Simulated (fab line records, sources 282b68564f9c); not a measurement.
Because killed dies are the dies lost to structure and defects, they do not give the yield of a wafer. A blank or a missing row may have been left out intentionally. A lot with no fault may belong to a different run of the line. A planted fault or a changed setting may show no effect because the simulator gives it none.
fab line records    flow ritCmos
record: lots: 7  wafers: 21  lastDay: 7
route steps=202 shown ACTIVE@1 M1@202
lots untouched by any fault: they come from a run of this same line in which no faults occurred
startH: the number of hours between the record's first day and the start of the first shown wafer of the lot    waitH: hours since the lot's step before    " as in the row above    L1.1+2: several wafers, shown together as one row    - no value, or no start given    * or withheld: withheld    < > ~ a bound
route shown NAME@n: a module of which the file shows steps, and the number in the route of the first    usual: mean/standard deviation taken from wafers without a fault    same: alike in all rows    chamber/n: place in a boat    sites: readings site by site    _std_site: standard deviation of those values    _edge_site: outer sites' mean less inner sites'    radiusMm: for every site, how far away it sits from the centre of the wafer    mask NAME#n: copy n    behind: the most recent tool/chamber to have shaped the wafer    hold: why the lot went on hold/how many hours it stayed there/how the hold came to an end    device: whichever transistor did not switch (one of n, p or np)    end of line: the tests these same wafers got at the end of their route    where a step has no rows: the recipe by itself    killed: dies that structure and defects cost at the first sort, which is not the same as the wafer's yield    map: a wafer's dies, marking killed ones x, the rest . and places with no die _
set.NAME: the setting that was run; set.NAME@STEP: the one run at that earlier step    model.NAME: the simulator's own value behind a step, which no gauge read
a table for each step, a row for each wafer; lots at some steps of the route
services: the hour from which a tool's chamber was out of use, counted from the record's first day as startH (under 0 if before that day), plus the number of hours and why
== steps ==
step: RIT_ACTIVE_BOW_MEAS_00
recipe: mode: bow
usual: INCOMING_BOW: 0/5.8
lot.wafer  tool          chamber  startH  waitH  INCOMING_BOW[um]
L263.2     filmMetro-03  -        25.02   -      -3
L263.3     "             -        "       "      2
L263.5     "             -        "       "      -8
L270.1     filmMetro-04  -        60.00   -      -3
L270.3     "             -        "       "      1
L270.6     "             -        "       "      4
L271.2     filmMetro-04  -        65.02   -      2
L271.4     "             -        "       "      2
L271.6     "             -        "       "      10
L274.1     filmMetro-04  -        80.00   -      5
L274.5     "             -        "       "      -4
L274.6     "             -        "       "      2
L277.2     filmMetro-03  -        95.02   -      0
L277.5     "             -        "       "      -5
L277.6     "             -        "       "      2
L278.3     filmMetro-04  -        100.04  -      4
L278.5     "             -        "       "      -5
L278.6     "             -        "       "      0
L280.1     filmMetro-04  -        110.00  -      10
L280.2     "             -        "       "      -5
L280.4     "             -        "       "      5
step: RIT_ACTIVE_OXIDATION_01
recipe: tempC: 1000  ambient: O2  targetThkA: 468  oxTimeS: 3360
step: RIT_ACTIVE_THK_MEAS_02
recipe: reads: SiO2_of_ACTIVE_OXIDATION_01
usual: ACTIVE_OXIDE_THK: 47.4/0.99
lot.wafer  tool          chamber  startH  waitH  ACTIVE_OXIDE_THK[nm]
L263.2     filmMetro-03  -        27.06   0.0    48.7
L263.3     "             -        "       "      48.0
L263.5     "             -        "       "      48.4
L270.1     filmMetro-04  -        62.09   0.0    48.1
L270.3     "             -        "       "      47.8
L270.6     "             -        "       "      49.2
L271.2     filmMetro-04  -        67.06   0.0    47.1
L271.4     "             -        "       "      47.9
L271.6     "             -        "       "      48.0
L274.1     filmMetro-04  -        84.52   0.0    47.6
L274.5     "             -        "       "      48.3
L274.6     "             -        "       "      47.1
L277.2     filmMetro-03  -        97.06   0.0    47.1
L277.5     "             -        "       "      47.5
L277.6     "             -        "       "      46.5
L278.3     filmMetro-03  -        102.07  0.0    47.7
L278.5     "             -        "       "      47.9
L278.6     "             -        "       "      47.0
L280.1     filmMetro-01  -        113.16  0.0    45.7
L280.2     "             -        "       "      45.4
L280.4     "             -        "       "      45.4
step: RIT_ACTIVE_CVD_03
recipe: material: Si3N4  targetThkNm: 150  tempC: 810  precursor: SiH2Cl2/NH3  timeS: 1500  pressureMtorr: 300  sih2cl2FlowSccm: 60  nh3FlowSccm: 150
step: RIT_ACTIVE_THK_MEAS_04
recipe: reads: Si3N4_of_ACTIVE_CVD_03
usual: ACTIVE_NITRIDE_THK: 150.1/1.2
lot.wafer  tool          chamber  startH  waitH  ACTIVE_NITRIDE_THK[nm]
L263.2     filmMetro-03  -        28.54   0.0    150.3
L263.3     "             -        "       "      150.2
L263.5     "             -        "       "      150.5
L270.1     filmMetro-04  -        63.57   0.0    150.5
L270.3     "             -        "       "      151.1
L270.6     "             -        "       "      151.6
L271.2     filmMetro-04  -        68.54   0.0    150.2
L271.4     "             -        "       "      150.5
L271.6     "             -        "       "      152.1
L274.1     filmMetro-03  -        85.99   0.0    151.2
L274.5     "             -        "       "      151.6
L274.6     "             -        "       "      150.2
L277.2     filmMetro-04  -        99.25   0.0    149.4
L277.5     "             -        "       "      150.3
L277.6     "             -        "       "      150.7
L278.3     filmMetro-04  -        103.55  0.0    150.2
L278.5     "             -        "       "      149.8
L278.6     "             -        "       "      149.7
L280.1     filmMetro-04  -        114.64  0.0    147.4
L280.2     "             -        "       "      148.5
L280.4     "             -        "       "      148.8
step: RIT_ACTIVE_HMDS_05
recipe: primeTimeS: 60  primeTempC: 140
step: RIT_ACTIVE_COAT_06
recipe: resist: NOVOLAK  spinRpm: 3250  resistThkNm: 1000
step: RIT_ACTIVE_SOFTBAKE_07
recipe: resist: NOVOLAK  tempC: 90  timeS: 60
step: RIT_ACTIVE_EXPOSE_08
recipe: maskId: M1  na: 0.6  sourceShape: conventional  sigmaOuter: 0.6  targetCdNm: 1400  doseMj: 225
step: RIT_ACTIVE_PEB_09
recipe: resist: NOVOLAK  tempC: withheld  timeS: withheld
step: RIT_ACTIVE_DEVELOP_10
recipe: resist: NOVOLAK  developTimeS: 50  devTempC: 23
lot.wafer   tool           chamber  startH  waitH
L263.2+3+5  lithoTrack-02  0        29      -
L270.1+3+6  lithoTrack-03  0        64      -
L271.2+4+6  lithoTrack-02  0        69      -
L274.1+5+6  lithoTrack-03  0        86      -
L277.2+5+6  lithoTrack-03  0        100     -
L278.3+5+6  lithoTrack-03  0        104     -
L280.1+2+4  lithoTrack-03  0        115     -
step: RIT_ACTIVE_HARDBAKE_12
recipe: resist: NOVOLAK  tempC: 140  timeS: 60
step: RIT_ACTIVE_ETCH_13
recipe: stopOn: SiO2  chemistry: SF6  target: Si3N4  timeS: 210  overEtchFrac: 0.4  SF6_flow_sccm: 200  pressureMtorr: 260  rfW: 125  targetDepthA: 2100
usual: drypumpMotorCurrentA: 5.9/0.4  oesProductAu: 0.825/0.012  rfFwdPowerW: 124.7/0.39  throttleValvePct: 7.43/0.12
lot.wafer  tool        chamber  startH  waitH  drypumpMotorCurrentA  oesProductAu  rfFwdPowerW  rfHoursCounterH  throttleValvePct
L263.2     rieDiel-04  3        29.89   0.1    5.6                   0.813         124.3        70               7.56
L263.3     "           2        "       "      5.6                   0.802         124.9        5                7.28
L263.5     "           3        "       "      5.6                   0.819         124.2        -                7.59
L270.1     rieDiel-03  3        64.87   0.1    5.9                   0.815         124.9        26               7.28
L270.3     "           2        "       "      6.0                   0.837         125.1        45               7.46
L270.6     "           3        "       "      5.9                   0.813         125.1        -                7.27
L271.2     rieDiel-03  0        69.83   0.1    5.8                   0.830         125.2        68               7.55
L271.4     "           3        "       "      5.9                   0.813         124.5        -                7.26
L271.6     "           2        "       "      6.0                   0.835         125.1        -                7.45
L274.1     rieDiel-03  3        87.17   0.1    5.9                   0.819         124.5        27               7.26
L274.5     "           2        "       "      6.0                   0.844         124.2        -                7.45
L274.6     "           1        "       "      5.9                   0.828         124.8        -                7.51
L277.2     rieDiel-03  2        100.51  0.1    6.0                   0.826         124.7        45               7.44
L277.5     "           2        "       "      6.0                   0.830         124.1        -                7.46
L277.6     "           3        "       "      5.9                   0.808         124.6        -                7.26
L278.3     rieDiel-03  3        104.71  0.1    5.9                   0.802         125.4        27               7.27
L278.5     "           2        "       "      5.9                   0.827         125.7        -                7.46
L278.6     "           1        "       "      5.9                   0.834         124.1        -                7.52
L280.1     rieDiel-03  0        115.82  0.1    5.8                   0.830         124.7        68               7.54
L280.2     "           1        "       "      5.9                   0.828         124.7        1                7.52
L280.4     "           3        "       "      5.9                   0.804         124.2        27               7.26
step: RIT_ACTIVE_STRIP_14
recipe: chemistry: O2  timeS: 180  resist: NOVOLAK  platenTempC: withheld  powerW: 500  pressureMtorr: 4000  o2FlowSccm: 4000
usual: drypumpMotorCurrentA: 5.6/0.37
lot.wafer  tool            chamber  startH  waitH  drypumpMotorCurrentA  rfHoursCounterH
L263.2     plasmaAsher-03  1        30.02   0.1    5.2                   38
L263.3     "               0        "       "      6.0                   -
L263.5     "               0        "       "      6.0                   -
L270.1     plasmaAsher-03  1        65.00   0.1    5.2                   42
L270.3     "               1        "       "      5.2                   -
L270.6     "               1        "       "      5.2                   -
L271.2     plasmaAsher-04  1        69.97   0.1    5.1                   45
L271.4     "               0        "       "      5.7                   -
L271.6     "               0        "       "      5.7                   -
L274.1     plasmaAsher-03  0        87.31   0.1    6.0                   44
L274.5     "               1        "       "      5.2                   -
L274.6     "               0        "       "      6.0                   -
L277.2     plasmaAsher-03  1        100.64  0.1    5.2                   45
L277.5     "               0        "       "      6.0                   -
L277.6     "               1        "       "      5.2                   -
L278.3     plasmaAsher-01  1        104.90  0.1    6.1                   -
L278.5     "               0        "       "      5.6                   -
L278.6     "               1        "       "      6.2                   -
L280.1     plasmaAsher-01  0        115.95  0.1    5.6                   28
L280.2     "               1        "       "      6.1                   28
L280.4     "               1        "       "      6.1                   -
step: RIT_ACTIVE_CLEAN_15
recipe: chemistry: SC1  mix: 3:3:50  timeS: 600  tempC: 75
step: RIT_ACTIVE_CLEAN_16
recipe: chemistry: dHF  dilution: 50:1  timeS: 30
step: RIT_ACTIVE_CLEAN_17
recipe: chemistry: SC2  mix: 3:3:50  timeS: 600  tempC: 75  dry: n2Spin
step: RIT_M1_PROBE_99
usual: killedAtContacts: 0.1/0.23  killedAtFrontEnd: 7/3  killedDies: 7/3  killedOnRim: 1.8/1.5  killedOpen: 3.3/1.8  killedShort: 3.3/2.2
same: grossDies: 264  killed_at_M0_to_M3: 0  killed_at_M4_up: 0  killedAtBackSide: 0  killedAtOther: 0
lot.wafer  tool       chamber  startH  waitH  killedAtContacts  killedAtFrontEnd  killedDies  killedOnRim  killedOpen  killedShort
L270.1     prober-02  -        111.39  0.1    0                 2                 2           0            1           1
L270.3     prober-02  -        111.49  0.2    0                 8                 8           5            5           3
L270.6     prober-02  -        111.64  0.2    0                 5                 5           2            1           4
L271.2     prober-01  -        116.15  0.1    0                 10                10          5            3           7
L271.4     prober-01  -        116.25  0.2    0                 8                 8           1            5           3
L271.6     prober-01  -        116.35  0.2    1                 1                 2           1            1           1
L274.1     prober-02  -        134.69  0.1    0                 8                 8           3            3           5
L274.5     prober-02  -        134.89  0.2    0                 6                 6           2            4           2
L274.6     prober-02  -        134.94  0.2    0                 8                 8           0            5           3
L277.2     prober-01  -        145.79  0.1    0                 211               211         69           1           1
L277.5     prober-01  -        145.94  0.2    0                 197               197         69           2           0
L277.6     prober-01  -        145.99  0.2    1                 201               202         66           6           4
L278.3     prober-02  -        152.56  0.2    0                 153               153         61           8           5
L278.5     prober-02  -        152.66  0.2    0                 148               148         61           3           6
L278.6     prober-02  -        152.71  0.2    0                 159               159         64           2           4
L280.1     prober-02  -        163.00  0.1    0                 159               159         62           5           6
L280.2     prober-02  -        163.05  0.1    0                 158               158         59           1           5
L280.4     prober-02  -        163.15  0.2    0                 156               156         58           6           8
killed by level:class
L270.1 FOX2:geometricParticle:short=1 REOX:geometricParticle:open=1
L270.3 FOX1:geometricParticle:short=2 GATE:geometricParticle:open=2 FOX1:geometricParticle:open=1 GATE:geometricParticle:short=1 SPACER:geometricParticle:open=1 SILICIDE:geometricParticle:open=1
L270.6 GATE:geometricParticle:short=4 SPACER:geometricParticle:open=1
L271.2 REOX:geometricParticle:short=3 GATE:geometricParticle:short=2 GATE:geometricParticle:open=1 SPACER:geometricParticle:short=1 SPACER:geometricParticle:open=1 SILICIDE:geometricParticle:short=1 SILICIDE:geometricParticle:open=1
L271.4 GATE:geometricParticle:open=4 FOX1:geometricParticle:short=2 SPACER:geometricParticle:short=1 SILICIDE:geometricParticle:open=1
L271.6 GATE:geometricParticle:short=1 CONTACT:geometricParticle:open=1
L274.1 FOX1:geometricParticle:short=3 FOX2:geometricParticle:open=1 FOX2:geometricParticle:short=1 GATE:geometricParticle:open=1 REOX:geometricParticle:short=1 SILICIDE:geometricParticle:open=1
L274.5 GATE:geometricParticle:open=3 FOX1:geometricParticle:short=1 SPACER:geometricParticle:short=1 SPACER:geometricParticle:open=1
L274.6 FOX1:geometricParticle:open=2 GATE:geometricParticle:open=2 FOX1:geometricParticle:short=1 FOX2:geometricParticle:short=1 SPACER:geometricParticle:short=1 FOX2:geometricParticle:open=1
L277.2 ACTIVE:areaDevelop=209 FOX1:geometricParticle:short=1 GATE:geometricParticle:open=1
L277.5 ACTIVE:areaDevelop=195 FOX1:geometricParticle:open=1 GATE:geometricParticle:open=1
L277.6 ACTIVE:areaDevelop=192 FOX1:geometricParticle:short=2 GATE:geometricParticle:open=2 SILICIDE:geometricParticle:open=2 FOX2:geometricParticle:open=1 GATE:geometricParticle:short=1 SILICIDE:geometricParticle:short=1 CONTACT:geometricParticle:open=1
L278.3 ACTIVE:areaDevelop=140 GATE:geometricParticle:open=3 GATE:geometricParticle:short=2 SPACER:geometricParticle:short=2 SPACER:geometricParticle:open=2 SILICIDE:geometricParticle:open=2 FOX1:geometricParticle:open=1 FOX1:geometricParticle:short=1
L278.5 ACTIVE:areaDevelop=139 GATE:geometricParticle:short=3 FOX2:geometricParticle:short=2 GATE:geometricParticle:open=2 SPACER:geometricParticle:open=1 SPACER:geometricParticle:short=1
L278.6 ACTIVE:areaDevelop=153 FOX1:geometricParticle:short=2 FOX2:geometricParticle:short=1 GATE:geometricParticle:open=1 SILICIDE:geometricParticle:open=1 SILICIDE:geometricParticle:short=1
L280.1 ACTIVE:areaDevelop=148 FOX2:geometricParticle:open=3 FOX1:geometricParticle:short=2 REOX:geometricParticle:short=2 GATE:geometricParticle:short=1 GATE:geometricParticle:open=1 REOX:geometricParticle:open=1 SPACER:geometricParticle:short=1
L280.2 ACTIVE:areaDevelop=152 FOX2:geometricParticle:short=2 FOX1:geometricParticle:open=1 GATE:geometricParticle:short=1 REOX:geometricParticle:short=1 SPACER:geometricParticle:short=1
L280.4 ACTIVE:areaDevelop=142 FOX1:geometricParticle:short=4 GATE:geometricParticle:open=2 SILICIDE:geometricParticle:open=2 GATE:geometricParticle:short=1 REOX:geometricParticle:short=1 REOX:geometricParticle:open=1 SPACER:geometricParticle:short=1
map L277.2 (x killed, . not)
________xxxxxxx_______
_____xxxxxxxxxxxxx____
____xxxxxxxxxxxxxxx___
___xxxxxxxxxxxxxxxxx__
__xxx.xxxx.xxxxxxxxxx_
__xxxxxx..xx.xx.xxxxx_
_xxxx.xxx....x.xxxxxxx
_xx..xxx.x...x.x.xxxxx
_xx.....x...x..xxxxxxx
_xxxx.xx...xxxxxxxxxxx
__xxxxxx..x...x.xxxxx_
__x.xx..xx....x..xxxx_
___xxxx.xxx.x.x.xxxx__
____xxxxxxxxxxxxxxx___
_____xxxxxxxxxxxxx____
________xxxxxxx_______
map L278.6 (x killed, . not)
________xxxxxxx_______
_____xxxxxxxxxxxxx____
____xx.xxxxxxxxxxxx___
___xxxxx..x..xxxxxxx__
__xxx.x..x.......xxxx_
__xx.xxxx...x..x..x.x_
_x..xx...x..xx..x.xxxx
_xx.x.x.......x.x..xxx
_xxx.x.....x...x..xxxx
_x...........x.x.xxxxx
__xxx......x..x..xxxx_
__xxxxxx.........xxxx_
___x..x..x..xx.xxxxx__
____xxx...x.xxxxx..___
_____xxx..xxx.xxxx____
________xxxxxxx_______
== services ==
tool            chamber  startH  hours  kind
rieDiel-04      0        24.42   6.0    repair
rieDiel-04      0        33.63   15.6   repair
rieDiel-04      2        47.36   17.2   repair
rieDiel-03      1        52.89   18.1   repair
rieDiel-04      -        56.62   14.6   pm
rieDiel-03      1        70.97   -      clean
rieDiel-03      1        70.97   13.4   scheduledDown
rieDiel-03      1        70.97   13.4   ventCycle
rieDiel-03      0        85.92   16.2   repair
plasmaAsher-04  -        108.75  9.0    pm
plasmaAsher-04  0        108.75  9.0    ventCycle
plasmaAsher-04  1        108.75  9.0    ventCycle
== key ==
firstSign: step: RIT_M1_PROBE_99  reading: killedDies  direction: up  sigmas: 55  usual: 7  struck: 171
effect: step: RIT_M1_PROBE_99  reading: killedAtFrontEnd  direction: up  sigmas: 55  usual: 7  struck: 171
moreKillsBornAt: RIT_ACTIVE_DEVELOP_10@lithoTrack-03: 1470
metAt RIT_ACTIVE_DEVELOP_10
struckWafers L277.2,L277.5,L277.6,L278.3,L278.5,L278.6,L280.1,L280.2,L280.4
laterRowsLeftOut L277.2,L277.5,L277.6,L278.3,L278.5,L278.6,L280.1,L280.2,L280.4
testerLeftOut L277,L278,L280
loopTrim: step: RIT_ACTIVE_EXPOSE_08  setting: dose  lots: L278,L280
onsetBetween 86 100
alsoFits time
fault: kind: processParameterDrift  tool: lithoTrack-03  chamber: -  onsetH: 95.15  steps: RIT_ACTIVE_DEVELOP_10  channel: developTimeS  offset: *  shape: step  endH: 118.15  actsIn: *  stated: *
testerLeftOut: of these lots the tester's yield and bins aren't shown, on N5 and GAA mostly nor the transistor test; their killed dies are dies lost to structure and defects alone, not to doping, threshold or leakage, so they don't give the yield
laterRowsLeftOut: the simulator's readings of these wafers behind a module that went badly wrong aren't trusted and aren't shown, but for the sort
loopTrim: a control loop set the setting to another value than it would have without faults
